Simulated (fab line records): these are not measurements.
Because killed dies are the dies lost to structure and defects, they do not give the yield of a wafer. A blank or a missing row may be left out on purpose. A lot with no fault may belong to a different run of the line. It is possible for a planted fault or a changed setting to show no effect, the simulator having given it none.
fab line records	flow rit_cmos
record lots=14	wafers=42	last_day=8
route steps=202 shown SDANNEAL@156 PSD@157 NSD@158 PLDD@159 M1@202
lots with no fault: from the same line, run without faults
start_h: hours from the record's opening day to when the first of the lot's shown wafers began	wait_h: time in hours since the lot's previous step	" same as the row above	L1.1+2: one row covering several wafers at once	- value missing, or start not given	* or withheld: withheld	< > ~ a bound
route shown NAME@n: a module of which the file shows steps, and the number in the route of the first	usual: mean and standard deviation over wafers with no fault	same: alike in all rows	chamber/n: place in a boat	sites: each site's reading	_std_site: standard deviation of those values	_edge_site: the outer-site mean with the inner-site mean subtracted	radius_mm: for every site, how far away it sits from the centre of the wafer	mask NAME#n: copy n	behind: the most recent tool/chamber to have shaped the wafer	hold: what put the lot on hold/how long, in hours/how the hold closed	device: names the non-switching transistor (n, p or np)	end of line: at the end of the route, the tests of the same wafers	a step with no rows: only its recipe	killed: the dies lost at the first sort to structure and to defects; this is not the yield of the wafer	map: a wafer's dies, x killed, . not, _ none there
set.NAME: the run value of the setting; set.NAME@STEP: its run value at that earlier step	model.NAME: the simulator's own value behind a step, which no gauge read
one table for each step of the route and one row for each wafer, over a sample of lots
## steps
# step RIT_SDANNEAL_RTA_03
# recipe temp_c=1050	time_s=5	idle_temp_c=600	ramp_up_c_per_s=342	ramp_down_c_per_s=171	cool_to_c=600	ambient=N2
# usual wafer_temp_C_max=1053.4/1.3
lot.wafer	tool	chamber	start_h	wait_h	wafer_temp_C_max
L533.2	rtp_anneal-02	0	56.36	0.0	1058.2
L533.5	"	0	"	"	1056.1
L533.6	"	0	"	"	1053.0
L534.1	rtp_anneal-02	0	65.74	0.0	1052.3
L534.3	"	0	"	"	1054.3
L534.4	"	0	"	"	1052.2
L537.3	rtp_anneal-02	0	83.43	0.0	1053.3
L537.4	"	0	"	"	1052.0
L537.6	"	0	"	"	1052.9
L539.3	rtp_anneal-02	0	86.39	0.0	1051.3
L539.4	"	0	"	"	1053.4
L539.6	"	0	"	"	1052.5
L540.1	rtp_anneal-01	0	101.90	0.0	1052.1
L540.2	"	0	"	"	1054.3
L540.3	"	0	"	"	1054.1
L541.1	rtp_anneal-02	0	104.78	0.0	1052.1
L541.5	"	0	"	"	1053.6
L541.6	"	0	"	"	1054.7
L543.2	rtp_anneal-02	0	110.53	0.0	1054.8
L543.5	"	0	"	"	1053.5
L543.6	"	0	"	"	1051.8
L544.2	rtp_anneal-01	0	118.56	0.0	1053.4
L544.3	"	0	"	"	1051.9
L544.6	"	0	"	"	1055.8
L546.2	rtp_anneal-01	0	130.37	0.0	1053.5
L546.3	"	0	"	"	1054.6
L546.5	"	0	"	"	1055.4
L547.3	rtp_anneal-02	0	136.84	0.0	986.4
L547.4	"	0	"	"	989.0
L547.6	"	0	"	"	988.5
L548.2	rtp_anneal-01	0	142.88	0.0	1052.3
L548.3	"	0	"	"	1053.1
L548.6	"	0	"	"	1052.5
L549.1	rtp_anneal-02	0	143.09	0.0	988.1
L549.4	"	0	"	"	988.4
L549.5	"	0	"	"	988.1
L550.2	rtp_anneal-01	0	154.92	0.0	1051.2
L550.3	"	0	"	"	1053.0
L550.6	"	0	"	"	1053.3
L556.2	rtp_anneal-01	0	189.38	0.0	1053.3
L556.3	"	0	"	"	1055.0
L556.5	"	0	"	"	1052.8
# step RIT_SDANNEAL_RS_MEAS_04
# recipe thk_meas_gauge=four-point-probe
# usual PSD_RS=115.9/0.31
lot.wafer	tool	chamber	start_h	wait_h	PSD_RS[ohm/sq]
L533.2	film_metro-01	-	56.43	0.1	116.2
L533.5	"	-	"	"	116.3
L533.6	"	-	"	"	116.3
L534.1	film_metro-01	-	65.80	0.0	116.2
L534.3	"	-	"	"	116.4
L534.4	"	-	"	"	115.8
L537.3	film_metro-03	-	83.51	0.1	115.7
L537.4	"	-	"	"	115.8
L537.6	"	-	"	"	115.9
L539.3	film_metro-02	-	86.47	0.1	116.0
L539.4	"	-	"	"	115.6
L539.6	"	-	"	"	115.8
L540.1	film_metro-02	-	102.02	0.1	115.9
L540.2	"	-	"	"	116.1
L540.3	"	-	"	"	116.0
L541.1	film_metro-02	-	104.83	0.0	115.6
L541.5	"	-	"	"	115.5
L541.6	"	-	"	"	115.8
L543.2	film_metro-03	-	110.60	0.1	115.8
L543.5	"	-	"	"	115.9
L543.6	"	-	"	"	115.3
L544.2	film_metro-02	-	118.63	0.1	116.0
L544.3	"	-	"	"	116.0
L544.6	"	-	"	"	116.1
L546.2	film_metro-01	-	130.44	0.1	116.3
L546.3	"	-	"	"	116.0
L546.5	"	-	"	"	115.9
L547.3	film_metro-03	-	136.91	0.1	165.9
L547.4	"	-	"	"	165.7
L547.6	"	-	"	"	166.0
L548.2	film_metro-03	-	142.95	0.1	115.8
L548.3	"	-	"	"	116.0
L548.6	"	-	"	"	116.3
L549.1	film_metro-02	-	143.15	0.0	165.6
L549.4	"	-	"	"	166.0
L549.5	"	-	"	"	166.0
L550.2	film_metro-03	-	154.98	0.1	116.1
L550.3	"	-	"	"	116.2
L550.6	"	-	"	"	116.2
L556.2	film_metro-02	-	189.45	0.1	115.7
L556.3	"	-	"	"	115.9
L556.5	"	-	"	"	115.6
# step RIT_SDANNEAL_RS_MEAS_05
# recipe thk_meas_gauge=four-point-probe
# usual NSD_RS=84.61/0.26
lot.wafer	tool	chamber	start_h	wait_h	NSD_RS[ohm/sq]
L533.2	film_metro-01	-	56.55	0.1	84.58
L533.5	"	-	"	"	84.53
L533.6	"	-	"	"	84.52
L534.1	film_metro-01	-	65.92	0.1	84.48
L534.3	"	-	"	"	84.66
L534.4	"	-	"	"	84.53
L537.3	film_metro-03	-	83.63	0.1	84.57
L537.4	"	-	"	"	84.29
L537.6	"	-	"	"	84.00
L539.3	film_metro-02	-	86.59	0.1	84.64
L539.4	"	-	"	"	84.46
L539.6	"	-	"	"	84.72
L540.1	film_metro-02	-	102.14	0.1	84.64
L540.2	"	-	"	"	84.74
L540.3	"	-	"	"	84.99
L541.1	film_metro-02	-	104.95	0.1	84.49
L541.5	"	-	"	"	84.88
L541.6	"	-	"	"	84.62
L543.2	film_metro-03	-	110.72	0.1	84.94
L543.5	"	-	"	"	84.71
L543.6	"	-	"	"	84.95
L544.2	film_metro-02	-	118.75	0.1	84.48
L544.3	"	-	"	"	84.58
L544.6	"	-	"	"	84.21
L546.2	film_metro-01	-	130.56	0.1	84.67
L546.3	"	-	"	"	84.66
L546.5	"	-	"	"	84.64
L547.3	film_metro-03	-	137.03	0.1	87.19
L547.4	"	-	"	"	86.90
L547.6	"	-	"	"	86.95
L548.2	film_metro-03	-	143.07	0.1	84.93
L548.3	"	-	"	"	84.67
L548.6	"	-	"	"	84.74
L549.1	film_metro-02	-	143.27	0.1	87.55
L549.4	"	-	"	"	87.41
L549.5	"	-	"	"	87.69
L550.2	film_metro-03	-	155.10	0.1	84.60
L550.3	"	-	"	"	84.45
L550.6	"	-	"	"	84.44
L556.2	film_metro-02	-	189.57	0.1	84.50
L556.3	"	-	"	"	84.89
L556.5	"	-	"	"	84.59
# step RIT_SDANNEAL_RS_MEAS_06
# recipe thk_meas_gauge=four-point-probe
# usual PLDD_RS=178.7/0.52
lot.wafer	tool	chamber	start_h	wait_h	PLDD_RS[ohm/sq]
L533.2	film_metro-01	-	56.67	0.1	179.3
L533.5	"	-	"	"	179.7
L533.6	"	-	"	"	179.1
L534.1	film_metro-01	-	66.04	0.1	179.0
L534.3	"	-	"	"	179.0
L534.4	"	-	"	"	178.3
L537.3	film_metro-03	-	83.75	0.1	178.4
L537.4	"	-	"	"	178.6
L537.6	"	-	"	"	178.4
L539.3	film_metro-02	-	86.71	0.1	178.7
L539.4	"	-	"	"	178.8
L539.6	"	-	"	"	178.8
L540.1	film_metro-02	-	102.26	0.1	179.4
L540.2	"	-	"	"	179.3
L540.3	"	-	"	"	179.3
L541.1	film_metro-02	-	105.07	0.1	178.6
L541.5	"	-	"	"	178.1
L541.6	"	-	"	"	178.4
L543.2	film_metro-03	-	110.84	0.1	178.4
L543.5	"	-	"	"	177.8
L543.6	"	-	"	"	177.8
L544.2	film_metro-02	-	118.87	0.1	178.6
L544.3	"	-	"	"	178.7
L544.6	"	-	"	"	178.1
L546.2	film_metro-01	-	130.68	0.1	179.7
L546.3	"	-	"	"	179.3
L546.5	"	-	"	"	179.5
L547.3	film_metro-03	-	137.15	0.1	246.2
L547.4	"	-	"	"	245.5
L547.6	"	-	"	"	246.2
L548.2	film_metro-03	-	143.19	0.1	178.0
L548.3	"	-	"	"	178.4
L548.6	"	-	"	"	178.9
L549.1	film_metro-02	-	143.39	0.1	246.3
L549.4	"	-	"	"	246.3
L549.5	"	-	"	"	245.7
L550.2	film_metro-03	-	155.22	0.1	179.0
L550.3	"	-	"	"	178.7
L550.6	"	-	"	"	178.7
L556.2	film_metro-02	-	189.69	0.1	177.9
L556.3	"	-	"	"	178.5
L556.5	"	-	"	"	178.0
# step RIT_M1_PROBE_99
# usual killed_at_front_end=7/3.1	killed_dies=7/3.1	killed_open=3.6/2.2	killed_short=3.4/2.1
# same gross_dies=264	killed_at_M0_to_M3=0	killed_at_M4_up=0	killed_at_back_side=0	killed_at_contacts=0	killed_at_other=0
lot.wafer	tool	chamber	start_h	wait_h	killed_at_front_end	killed_dies	killed_open	killed_short
L533.2	prober-01	-	63.90	0.1	6	6	2	3
L533.5	prober-01	-	64.05	0.2	6	6	2	4
L533.6	prober-01	-	64.10	0.2	6	6	2	4
L537.3	prober-01	-	91.16	0.2	7	7	5	2
L537.4	prober-01	-	91.21	0.2	9	9	7	2
L537.6	prober-01	-	91.31	0.2	8	8	5	3
L547.3	prober-01	-	144.70	0.2	7	7	5	2
L547.4	prober-01	-	144.75	0.2	7	7	5	2
L547.6	prober-01	-	144.85	0.2	9	9	6	3
L548.2	prober-02	-	150.37	0.1	5	5	2	3
L548.3	prober-02	-	150.42	0.2	4	4	4	0
L548.6	prober-02	-	150.57	0.2	9	9	6	3
# killed by level:class
L533.2 FOX1:geometric_particle:short=2 GATE:geometric_particle:open=1 SPACER:geometric_particle:open=1 SPACER:geometric_particle:short=1 NRETRO:coat_microbubble_printed=1
L533.5 GATE:geometric_particle:short=2 REOX:geometric_particle:short=2 GATE:geometric_particle:open=1 REOX:geometric_particle:open=1
L533.6 REOX:geometric_particle:short=2 FOX1:geometric_particle:short=1 FOX1:geometric_particle:open=1 GATE:geometric_particle:short=1 GATE:geometric_particle:open=1
L537.3 SILICIDE:geometric_particle:open=3 GATE:geometric_particle:open=2 GATE:geometric_particle:short=1 SPACER:geometric_particle:short=1
L537.4 SILICIDE:geometric_particle:open=3 GATE:geometric_particle:open=2 FOX1:geometric_particle:short=1 FOX1:geometric_particle:open=1 FOX2:geometric_particle:open=1 SILICIDE:geometric_particle:short=1
L537.6 GATE:geometric_particle:open=2 GATE:geometric_particle:short=2 FOX1:geometric_particle:short=1 FOX2:geometric_particle:open=1 REOX:geometric_particle:open=1 SILICIDE:geometric_particle:open=1
L547.3 GATE:geometric_particle:open=3 FOX1:geometric_particle:open=2 FOX1:geometric_particle:short=1 SILICIDE:geometric_particle:short=1
L547.4 SPACER:geometric_particle:open=3 FOX2:geometric_particle:open=1 FOX2:geometric_particle:short=1 GATE:geometric_particle:open=1 SILICIDE:geometric_particle:short=1
L547.6 GATE:geometric_particle:open=4 FOX2:geometric_particle:short=2 FOX1:geometric_particle:open=1 SPACER:geometric_particle:short=1 SPACER:geometric_particle:open=1
L548.2 GATE:geometric_particle:short=2 FOX1:geometric_particle:short=1 FOX2:geometric_particle:open=1 SILICIDE:geometric_particle:open=1
L548.3 FOX1:geometric_particle:open=1 GATE:geometric_particle:open=1 SPACER:geometric_particle:open=1 SILICIDE:geometric_particle:open=1
L548.6 FOX1:geometric_particle:open=3 GATE:geometric_particle:short=2 GATE:geometric_particle:open=1 REOX:geometric_particle:open=1 SILICIDE:geometric_particle:short=1 SILICIDE:geometric_particle:open=1
## key
first_sign step=RIT_SDANNEAL_RTA_03	reading=wafer_temp_C_max	direction=down	sigmas=50	usual=*	struck=*
effect step=RIT_SDANNEAL_RS_MEAS_04	reading=PSD_RS	direction=up	sigmas=99+	usual=115.9	struck=165.9
effect step=RIT_SDANNEAL_RS_MEAS_05	reading=NSD_RS	direction=up	sigmas=10	usual=84.61	struck=87.28
effect step=RIT_SDANNEAL_RS_MEAS_06	reading=PLDD_RS	direction=up	sigmas=99+	usual=178.7	struck=246.0
met_at RIT_SDANNEAL_RTA_03
struck_lots L547,L549
tester_left_out L547,L549
onset_between 110.53 136.84
fault kind=process_parameter_drift	tool=rtp_anneal-02	chamber=-	onset_h=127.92	steps=RIT_SDANNEAL_RTA_03	channel=temp_c	offset=*	shape=step	end_h=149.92	acts_in=*	stated=*
# tester_left_out: of these lots the tester's yield and bins aren't shown, on N5 and GAA mostly nor the transistor test; their killed dies are dies lost to structure and defects alone, not to doping, threshold or leakage, so they don't give the yield
